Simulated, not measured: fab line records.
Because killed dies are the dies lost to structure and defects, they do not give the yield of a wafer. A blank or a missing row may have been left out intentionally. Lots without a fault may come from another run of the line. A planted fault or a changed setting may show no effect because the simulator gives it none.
Matching of chambers -- flow berkeleyCmos170 -- 4 sister chambers for UCB170_V1_CMP_02 on cmp-01
The step polishes SiO2. 8 wafers are shown with their chamber, then 8 later ones without.

WAFERS PAIRED WITH THEIR CHAMBERS
wafer,chamber,motorCurrentA (A),retainingRingPressureFrac
L857.5,1,16.8,1.001
L861.3,1,16.5,0.998
L863.1,3,15.7,1.002
L863.6,0,14.5,1.000
L867.3,3,15.4,1.000
L867.4,2,17.6,0.997
L867.6,2,16.0,1.001
L868.2,0,14.4,0.997

WAFERS MISSING THEIR CHAMBER
wafer,motorCurrentA (A),retainingRingPressureFrac
L868.3,17.2,1.007
L868.4,15.3,1.000
L866.4,16.8,1.008
L866.5,16.0,1.001
L866.6,15.7,1.007
L878.1,15.6,0.993
L878.5,15.3,0.997
L878.6,16.3,0.998

EACH ONE'S CHAMBER
wafer,from the rows above,in truth
L868.3,can't be placed: 1 or 2 or 3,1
L868.4,can't be placed: 3 or 0 or 1 or 2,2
L866.4,can't be placed: 3 or 1 or 2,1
L866.5,can't be placed: 3 or 1 or 2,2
L866.6,can't be placed: 3 or 1 or 2 or 0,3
L878.1,can't be placed: 0 or 2 or 1 or 3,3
L878.5,can't be placed: 0 or 3 or 1 or 2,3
L878.6,can't be placed: 1 or 2 or 3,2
Correctly placed: 0 of 8. Cannot be placed on the basis of these rows: 8; the candidates contain the true chamber in 8. Placed wrongly: 0.
How it was worked out, from the rows above alone: a wafer's distance from a chamber is the root of the sum, over the readings, of the square of ((its reading less the chamber's mean) divided by the reading's scatter). The wafer belongs to the nearest chamber; if the next one is less than 2 further off, it can't be placed. The mean given for a chamber averages the wafers shown for that chamber. The scatter is the square root of a quotient: the sum, over the shown wafers, of each reading's squared deviation from its chamber's mean, divided by wafers minus chambers.
